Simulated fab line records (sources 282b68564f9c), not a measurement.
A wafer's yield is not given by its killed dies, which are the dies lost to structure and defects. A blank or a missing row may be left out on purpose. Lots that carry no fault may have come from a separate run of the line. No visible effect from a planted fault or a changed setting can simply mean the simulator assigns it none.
fab line records | flow ritCmos
record lots=9 | wafers=27 | lastDay=4
route steps=202 shown PWELL@45 NLDD@109 NSD@139 M1@202
lots that met no fault: taken from a fault-free run of the same line
startH: the number of hours between the record's first day and the start of the first shown wafer of the lot | waitH: how many hours have passed since the lot's step before this one | " as in the row above | L1.1+2: one row covering several wafers at once | - no value, or no start was given | * or withheld: withheld | < > ~ a bound
route shown NAME@n: a module of which the file shows steps, and the number in the route of the first | usual: average and standard deviation across the fault-free wafers | same: alike in all rows | chamber/n: place in a boat | sites: readings site by site | _std_site: standard deviation of those values | _edge_site: inner sites' mean taken away from outer sites' mean | radiusMm: for every site, how far away it sits from the centre of the wafer | mask NAME#n: copy n | behind: the tool/chamber that last shaped the wafer | hold: cause of the lot's hold/its duration in hours/its outcome | device: which transistor (n, p or np) failed to switch | end of line: the route-end tests of the same wafers | for a step that has no rows: nothing shown but its recipe | killed: dies that structure and defects cost at the first sort, which is not the same as the wafer's yield | map: a wafer's dies, marking killed ones x, the rest . and places with no die _
set.NAME: the setting as run; set.NAME@STEP: as run at that earlier step | model.NAME: the simulator's own value behind a step, which no gauge read
steps of the route over a sample of lots; a table a step, a row a wafer
services: from which hour (startH, from the record's first day; less than 0 if before it) a tool's chamber was out of use, for how many hours, and why
## steps
# step RIT_PWELL_OVL_MEAS_06
# usual PWELL_OVL=-1.0/1.3
lot.wafer | tool       | chamber | startH | waitH | PWELL_OVL[nm]
L434.1    | overlay-02 | -       | 24.02  | -     | 1.3
L434.2    | "          | -       | "      | "     | -0.4
L434.4    | "          | -       | "      | "     | -0.1
L435.3    | overlay-01 | -       | 29.31  | -     | -2.3
L435.4    | "          | -       | "      | "     | -2.1
L435.6    | "          | -       | "      | "     | -2.5
L436.1    | overlay-01 | -       | 33.36  | -     | 0.3
L436.3    | "          | -       | "      | "     | -0.4
L436.6    | "          | -       | "      | "     | 0.1
L437.2    | overlay-01 | -       | 38.73  | -     | -1.8
L437.4    | "          | -       | "      | "     | -2.8
L437.6    | "          | -       | "      | "     | -1.5
L438.1    | overlay-02 | -       | 43.09  | -     | -1.4
L438.5    | "          | -       | "      | "     | 0.2
L438.6    | "          | -       | "      | "     | -1.3
L439.1    | overlay-02 | -       | 51.09  | -     | -0.6
L439.5    | "          | -       | "      | "     | -1.0
L439.6    | "          | -       | "      | "     | -0.4
L440.3    | overlay-02 | -       | 55.35  | -     | -1.3
L440.5    | "          | -       | "      | "     | -3.0
L440.6    | "          | -       | "      | "     | -0.2
L441.1    | overlay-01 | -       | 57.97  | -     | -0.2
L441.3    | "          | -       | "      | "     | 1.9
L441.4    | "          | -       | "      | "     | 1.0
L442.2    | overlay-01 | -       | 63.57  | -     | 0.0
L442.4    | "          | -       | "      | "     | -2.0
L442.6    | "          | -       | "      | "     | -1.1
# step RIT_PWELL_STRIP_09
# recipe chemistry=O2 | timeS=180 | resist=NOVOLAK | platenTempC=withheld | powerW=500 | pressureMtorr=4000 | o2FlowSccm=4000
# usual drypumpMotorCurrentA=5.8/0.43
lot.wafer | tool           | chamber | startH | waitH | drypumpMotorCurrentA | rfHoursCounterH
L434.1    | plasmaAsher-02 | 0       | 24.45  | 0.1   | 5.9                  | 36
L434.2    | "              | 1       | "      | "     | 5.5                  | 36
L434.4    | "              | 1       | "      | "     | 5.5                  | -
L435.3    | plasmaAsher-03 | 0       | 29.80  | 0.1   | 6.0                  | -
L435.4    | "              | 1       | "      | "     | 6.8                  | -
L435.6    | "              | 0       | "      | "     | 6.0                  | -
L436.1    | plasmaAsher-02 | 1       | 33.79  | 0.1   | 5.5                  | 38
L436.3    | "              | 0       | "      | "     | 5.9                  | -
L436.6    | "              | 0       | "      | "     | 5.9                  | -
L437.2    | plasmaAsher-03 | 0       | 39.37  | 0.1   | 6.0                  | 40
L437.4    | "              | 0       | "      | "     | 6.1                  | -
L437.6    | "              | 0       | "      | "     | 6.0                  | -
L438.1    | plasmaAsher-01 | 0       | 43.53  | 0.1   | 5.4                  | 24
L438.5    | "              | 0       | "      | "     | 5.4                  | -
L438.6    | "              | 1       | "      | "     | 5.8                  | -
L439.1    | plasmaAsher-02 | 1       | 51.53  | 0.1   | 5.5                  | 40
L439.5    | "              | 1       | "      | "     | 5.5                  | -
L439.6    | "              | 0       | "      | "     | 5.9                  | -
L440.3    | plasmaAsher-01 | 0       | 55.84  | 0.1   | 5.4                  | -
L440.5    | "              | 0       | "      | "     | 5.4                  | -
L440.6    | "              | 1       | "      | "     | 5.8                  | -
L441.1    | plasmaAsher-01 | 0       | 58.41  | 0.1   | 5.4                  | 25
L441.3    | "              | 0       | "      | "     | 5.4                  | -
L441.4    | "              | 1       | "      | "     | 5.8                  | -
L442.2    | plasmaAsher-03 | 1       | 64.00  | 0.1   | 6.8                  | 42
L442.4    | "              | 0       | "      | "     | 6.0                  | -
L442.6    | "              | 0       | "      | "     | 6.0                  | -
# step RIT_NLDD_OVL_MEAS_06
# usual NLDD_OVL=-0.5/1.6
lot.wafer | tool       | chamber | startH | waitH | NLDD_OVL[nm]
L434.1    | overlay-02 | -       | 42.86  | -     | -1.6
L434.2    | "          | -       | "      | "     | -3.1
L434.4    | "          | -       | "      | "     | -1.7
L435.3    | overlay-02 | -       | 53.33  | -     | 1.3
L435.4    | "          | -       | "      | "     | 3.4
L435.6    | "          | -       | "      | "     | 2.0
L436.1    | overlay-01 | -       | 55.87  | -     | -2.5
L436.3    | "          | -       | "      | "     | -1.5
L436.6    | "          | -       | "      | "     | -2.8
L437.2    | overlay-02 | -       | 59.15  | -     | -2.6
L437.4    | "          | -       | "      | "     | -0.8
L437.6    | "          | -       | "      | "     | -1.6
L438.1    | overlay-01 | -       | 66.97  | -     | -0.7
L438.5    | "          | -       | "      | "     | 0.4
L438.6    | "          | -       | "      | "     | -0.2
L439.1    | overlay-02 | -       | 76.09  | -     | -2.5
L439.5    | "          | -       | "      | "     | -0.2
L439.6    | "          | -       | "      | "     | -1.8
L440.3    | overlay-01 | -       | 78.15  | -     | 0.9
L440.5    | "          | -       | "      | "     | 0.7
L440.6    | "          | -       | "      | "     | -0.7
L441.1    | overlay-01 | -       | 81.18  | -     | -1.5
L441.3    | "          | -       | "      | "     | -2.4
L441.4    | "          | -       | "      | "     | -0.8
L442.2    | overlay-02 | -       | 88.95  | -     | -1.5
L442.4    | "          | -       | "      | "     | -0.6
L442.6    | "          | -       | "      | "     | -3.8
# step RIT_NSD_IMPLANT_08
# recipe species=P | energyKev=25 | doseCm2=1e+15 | tiltDeg=7
# usual beamEnergyKeV=25.001/0.0081 | implantIonAmu=31/0
lot.wafer | tool         | chamber | startH | waitH | beamEnergyKeV | implantIonAmu
L434.1    | implanter-04 | 0       | 49.43  | 0.1   | 25.004        | 31
L434.2    | "            | 0       | "      | "     | 25.010        | 31
L434.4    | "            | 0       | "      | "     | 25.009        | 31
L435.3    | implanter-04 | 0       | 59.28  | 0.1   | 25.005        | 31
L435.4    | "            | 0       | "      | "     | 25.008        | 31
L435.6    | "            | 0       | "      | "     | 24.995        | 31
L436.1    | implanter-02 | 0       | 61.82  | 0.1   | 24.999        | 31
L436.3    | "            | 0       | "      | "     | 24.994        | 31
L436.6    | "            | 0       | "      | "     | 25.000        | 31
L437.2    | implanter-04 | 0       | 65.06  | 0.1   | 24.994        | 31
L437.4    | "            | 0       | "      | "     | 24.989        | 31
L437.6    | "            | 0       | "      | "     | 24.996        | 31
L438.1    | implanter-04 | 0       | 72.72  | 0.1   | 25.003        | 31
L438.5    | "            | 0       | "      | "     | 24.990        | 31
L438.6    | "            | 0       | "      | "     | 25.001        | 31
L439.1    | implanter-04 | 0       | 82.06  | 0.1   | 24.995        | 75
L439.5    | "            | 0       | "      | "     | 24.996        | 75
L439.6    | "            | 0       | "      | "     | 25.002        | 75
L440.3    | implanter-04 | 0       | 84.25  | 0.1   | 24.999        | 75
L440.5    | "            | 0       | "      | "     | 24.992        | 75
L440.6    | "            | 0       | "      | "     | 25.000        | 75
L441.1    | implanter-01 | 0       | 86.91  | 0.1   | 25.000        | 75
L441.3    | "            | 0       | "      | "     | 24.993        | 75
L441.4    | "            | 0       | "      | "     | 24.997        | 75
L442.2    | implanter-01 | 0       | 94.53  | 0.1   | 25.016        | 75
L442.4    | "            | 0       | "      | "     | 24.997        | 75
L442.6    | "            | 0       | "      | "     | 24.993        | 75
# step RIT_SDANNEAL_RS_MEAS_05
# recipe thkMeasGauge=four-point-probe
# usual NSD_RS=84.54/0.28
lot.wafer | tool         | chamber | startH | waitH | NSD_RS[ohm/sq]
L434.1    | filmMetro-01 | -       | 51.91  | 0.1   | 84.69
L434.2    | "            | -       | "      | "     | 84.83
L434.4    | "            | -       | "      | "     | 84.84
L435.3    | filmMetro-03 | -       | 61.62  | 0.1   | 85.03
L435.4    | "            | -       | "      | "     | 84.69
L435.6    | "            | -       | "      | "     | 84.71
L436.1    | filmMetro-03 | -       | 64.17  | 0.1   | 84.66
L436.3    | "            | -       | "      | "     | 84.69
L436.6    | "            | -       | "      | "     | 84.58
L437.2    | filmMetro-02 | -       | 67.76  | 0.1   | 84.10
L437.4    | "            | -       | "      | "     | 84.02
L437.6    | "            | -       | "      | "     | 83.93
L438.1    | filmMetro-01 | -       | 75.07  | 0.1   | 84.60
L438.5    | "            | -       | "      | "     | 84.22
L438.6    | "            | -       | "      | "     | 84.32
L439.1    | filmMetro-01 | -       | 84.44  | 0.1   | 126.72
L439.5    | "            | -       | "      | "     | 126.91
L439.6    | "            | -       | "      | "     | 126.96
L440.3    | filmMetro-01 | -       | 86.63  | 0.1   | 126.37
L440.5    | "            | -       | "      | "     | 126.51
L440.6    | "            | -       | "      | "     | 126.44
L441.1    | filmMetro-03 | -       | 89.60  | 0.1   | 126.87
L441.3    | "            | -       | "      | "     | 126.69
L441.4    | "            | -       | "      | "     | 127.08
L442.2    | filmMetro-03 | -       | 97.00  | 0.1   | 127.01
L442.4    | "            | -       | "      | "     | 127.16
L442.6    | "            | -       | "      | "     | 127.26
# step RIT_M1_PROBE_99
# usual killed_at_M0_to_M3=0.0/0.14 | killedAtContacts=0.1/0.3 | killedAtFrontEnd=7/3.1 | killedDies=7/3.1 | killedOpen=3.8/2.3 | killedShort=3.2/1.9
# same grossDies=264 | killed_at_M4_up=0 | killedAtBackSide=0 | killedAtOther=0
lot.wafer | tool      | chamber | startH | waitH | killed_at_M0_to_M3 | killedAtContacts | killedAtFrontEnd | killedDies | killedOpen | killedShort
L434.1    | prober-01 | -       | 59.86  | 0.1   | 0                  | 0                | 12               | 12         | 3          | 9
L434.2    | prober-01 | -       | 59.91  | 0.1   | 0                  | 0                | 8                | 8          | 4          | 4
L434.4    | prober-01 | -       | 60.01  | 0.2   | 0                  | 0                | 11               | 11         | 9          | 2
L435.3    | prober-02 | -       | 69.21  | 0.2   | 0                  | 0                | 12               | 12         | 7          | 5
L435.4    | prober-02 | -       | 69.26  | 0.2   | 0                  | 0                | 3                | 3          | 2          | 1
L435.6    | prober-02 | -       | 69.36  | 0.2   | 0                  | 0                | 6                | 6          | 4          | 2
L436.1    | prober-01 | -       | 71.52  | 0.1   | 0                  | 0                | 6                | 6          | 3          | 3
L436.3    | prober-01 | -       | 71.62  | 0.2   | 0                  | 0                | 9                | 9          | 4          | 5
L436.6    | prober-01 | -       | 71.77  | 0.2   | 0                  | 0                | 6                | 6          | 2          | 4
L437.2    | prober-02 | -       | 75.53  | 0.1   | 0                  | 0                | 10               | 10         | 6          | 4
L437.4    | prober-02 | -       | 75.63  | 0.2   | 0                  | 0                | 2                | 2          | 1          | 1
L437.6    | prober-02 | -       | 75.73  | 0.2   | 0                  | 0                | 8                | 8          | 6          | 2
L438.1    | prober-01 | -       | 82.76  | 0.1   | 0                  | 0                | 8                | 8          | 6          | 2
L438.5    | prober-01 | -       | 82.96  | 0.2   | 0                  | 0                | 6                | 6          | 5          | 1
L438.6    | prober-01 | -       | 83.01  | 0.2   | 0                  | 0                | 11               | 11         | 5          | 6
L439.1    | prober-02 | -       | 91.75  | 0.1   | 1                  | 0                | 7                | 8          | 3          | 5
L439.5    | prober-02 | -       | 91.95  | 0.2   | 0                  | 0                | 6                | 6          | 2          | 4
L439.6    | prober-02 | -       | 92.00  | 0.2   | 0                  | 0                | 6                | 6          | 3          | 3
L440.3    | prober-01 | -       | 94.57  | 0.2   | 0                  | 0                | 7                | 7          | 2          | 5
L440.5    | prober-01 | -       | 94.67  | 0.2   | 0                  | 1                | 10               | 11         | 5          | 6
L440.6    | prober-01 | -       | 94.72  | 0.2   | 0                  | 0                | 9                | 9          | 4          | 5
L441.1    | prober-02 | -       | 96.91  | 0.1   | 0                  | 0                | 9                | 9          | 2          | 7
L441.3    | prober-02 | -       | 97.01  | 0.2   | 0                  | 0                | 14               | 14         | 8          | 6
L441.4    | prober-02 | -       | 97.06  | 0.2   | 0                  | 0                | 10               | 10         | 8          | 2
L442.2    | prober-01 | -       | 104.27 | 0.1   | 0                  | 1                | 6                | 7          | 4          | 3
L442.4    | prober-01 | -       | 104.37 | 0.2   | 0                  | 0                | 8                | 8          | 4          | 4
L442.6    | prober-01 | -       | 104.47 | 0.2   | 0                  | 0                | 5                | 5          | 4          | 1
# killed by level:class
L434.1 GATE:geometricParticle:short=6 FOX1:geometricParticle:short=2 FOX1:geometricParticle:open=1 GATE:geometricParticle:open=1 REOX:geometricParticle:short=1 SPACER:geometricParticle:open=1
L434.2 FOX1:geometricParticle:open=3 FOX1:geometricParticle:short=2 GATE:geometricParticle:short=2 SILICIDE:geometricParticle:open=1
L434.4 FOX1:geometricParticle:open=3 SPACER:geometricParticle:open=3 GATE:geometricParticle:open=3 GATE:geometricParticle:short=1 SILICIDE:geometricParticle:short=1
L435.3 FOX1:geometricParticle:open=3 SILICIDE:geometricParticle:open=3 FOX1:geometricParticle:short=2 GATE:geometricParticle:short=2 GATE:geometricParticle:open=1 REOX:geometricParticle:short=1
L435.4 FOX1:geometricParticle:open=1 GATE:geometricParticle:open=1 SILICIDE:geometricParticle:short=1
L435.6 GATE:geometricParticle:open=2 FOX1:geometricParticle:open=1 GATE:geometricParticle:short=1 SPACER:geometricParticle:short=1 SILICIDE:geometricParticle:open=1
L436.1 FOX2:geometricParticle:open=2 SILICIDE:geometricParticle:short=2 GATE:geometricParticle:open=1 GATE:geometricParticle:short=1
L436.3 FOX1:geometricParticle:open=2 GATE:geometricParticle:short=2 SPACER:geometricParticle:short=2 FOX2:geometricParticle:open=1 SILICIDE:geometricParticle:open=1 SILICIDE:geometricParticle:short=1
L436.6 GATE:geometricParticle:short=2 FOX1:geometricParticle:short=1 FOX2:geometricParticle:short=1 GATE:geometricParticle:open=1 REOX:geometricParticle:open=1
L437.2 SILICIDE:geometricParticle:open=3 ACTIVE:geometricParticle:short=1 FOX1:geometricParticle:short=1 FOX1:geometricParticle:open=1 REOX:geometricParticle:open=1 REOX:geometricParticle:short=1 SPACER:geometricParticle:short=1 SPACER:geometricParticle:open=1
L437.4 FOX2:geometricParticle:open=1 REOX:geometricParticle:short=1
L437.6 GATE:geometricParticle:open=2 SPACER:geometricParticle:open=2 FOX1:geometricParticle:short=1 REOX:geometricParticle:open=1 SILICIDE:geometricParticle:open=1 SILICIDE:geometricParticle:short=1
L438.1 GATE:geometricParticle:open=3 GATE:geometricParticle:short=2 ACTIVE:geometricParticle:open=1 FOX1:geometricParticle:open=1 REOX:geometricParticle:open=1
L438.5 FOX1:geometricParticle:open=2 SILICIDE:geometricParticle:open=2 FOX1:geometricParticle:short=1 GATE:geometricParticle:open=1
L438.6 GATE:geometricParticle:short=4 GATE:geometricParticle:open=3 FOX2:geometricParticle:open=1 FOX2:geometricParticle:short=1 REOX:geometricParticle:open=1 SILICIDE:geometricParticle:short=1
L439.1 GATE:geometricParticle:short=2 FOX1:geometricParticle:open=1 FOX2:geometricParticle:short=1 FOX2:geometricParticle:open=1 REOX:geometricParticle:short=1 SILICIDE:geometricParticle:open=1 M1:geometricParticle:short=1
L439.5 GATE:geometricParticle:short=2 FOX1:geometricParticle:open=1 REOX:geometricParticle:short=1 SILICIDE:geometricParticle:short=1 SILICIDE:geometricParticle:open=1
L439.6 FOX1:geometricParticle:short=2 GATE:geometricParticle:open=2 SILICIDE:geometricParticle:short=1 SILICIDE:geometricParticle:open=1
L440.3 GATE:geometricParticle:short=5 GATE:geometricParticle:open=1 SILICIDE:geometricParticle:open=1
L440.5 FOX2:geometricParticle:open=3 GATE:geometricParticle:short=3 GATE:geometricParticle:open=1 REOX:geometricParticle:short=1 REOX:geometricParticle:open=1 SILICIDE:geometricParticle:short=1 CONTACT:geometricParticle:short=1
L440.6 GATE:geometricParticle:short=3 GATE:geometricParticle:open=2 REOX:geometricParticle:short=1 SPACER:geometricParticle:open=1 SILICIDE:geometricParticle:open=1 SILICIDE:geometricParticle:short=1
L441.1 GATE:geometricParticle:short=3 FOX1:geometricParticle:short=2 FOX1:geometricParticle:open=1 FOX2:geometricParticle:short=1 GATE:geometricParticle:open=1 SPACER:geometricParticle:short=1
L441.3 SPACER:geometricParticle:open=4 FOX1:geometricParticle:short=3 GATE:geometricParticle:open=2 SILICIDE:geometricParticle:short=2 GATE:geometricParticle:short=1 REOX:geometricParticle:open=1 SILICIDE:geometricParticle:open=1
L441.4 FOX1:geometricParticle:open=2 GATE:geometricParticle:open=2 SPACER:geometricParticle:open=2 FOX2:geometricParticle:short=1 REOX:geometricParticle:open=1 SPACER:geometricParticle:short=1 SILICIDE:geometricParticle:open=1
L442.2 FOX1:geometricParticle:short=2 GATE:geometricParticle:short=1 GATE:geometricParticle:open=1 SPACER:geometricParticle:open=1 SILICIDE:geometricParticle:open=1 CONTACT:geometricParticle:open=1
L442.4 GATE:geometricParticle:open=2 GATE:geometricParticle:short=2 SPACER:geometricParticle:open=2 FOX1:geometricParticle:short=1 SPACER:geometricParticle:short=1
L442.6 FOX2:geometricParticle:open=2 FOX2:geometricParticle:short=1 REOX:geometricParticle:open=1 SPACER:geometricParticle:open=1
## services
tool           | chamber | startH | hours | kind
plasmaAsher-02 | -       | 6.48   | 1.9   | repair
implanter-02   | -       | 7.75   | 1.9   | repair
implanter-02   | -       | 12.99  | 5.9   | repair
implanter-01   | -       | 48.89  | 1.2   | repair
implanter-02   | -       | 66.75  | 1.5   | repair
plasmaAsher-02 | -       | 74.68  | 1.6   | repair
## key
firstSign step=RIT_NSD_IMPLANT_08 | reading=implantIonAmu | direction=up | sigmas=99+ | usual=31 | struck=75
effect step=RIT_SDANNEAL_RS_MEAS_05 | reading=NSD_RS | direction=up | sigmas=99+ | usual=84.54 | struck=126.83
metAt RIT_NSD_IMPLANT_08
struckLots L439,L440,L441,L442
testerLeftOut L439,L440,L441,L442
notActingAt RIT_PWELL_OVL_MEAS_06,RIT_PWELL_STRIP_09,RIT_NLDD_OVL_MEAS_06
onsetBetween 72.72 82.06
fault kind=wrongRecipeDownload | tool=implanter-01,implanter-02,implanter-04 | chamber=- | onsetH=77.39 | steps=RIT_NSD_IMPLANT_08 | wrongRecipe.notListed=1
# testerLeftOut: of these lots the tester's yield and bins aren't shown, on N5 and GAA mostly nor the transistor test; their killed dies are dies lost to structure and defects alone, not to doping, threshold or leakage, so they don't give the yield
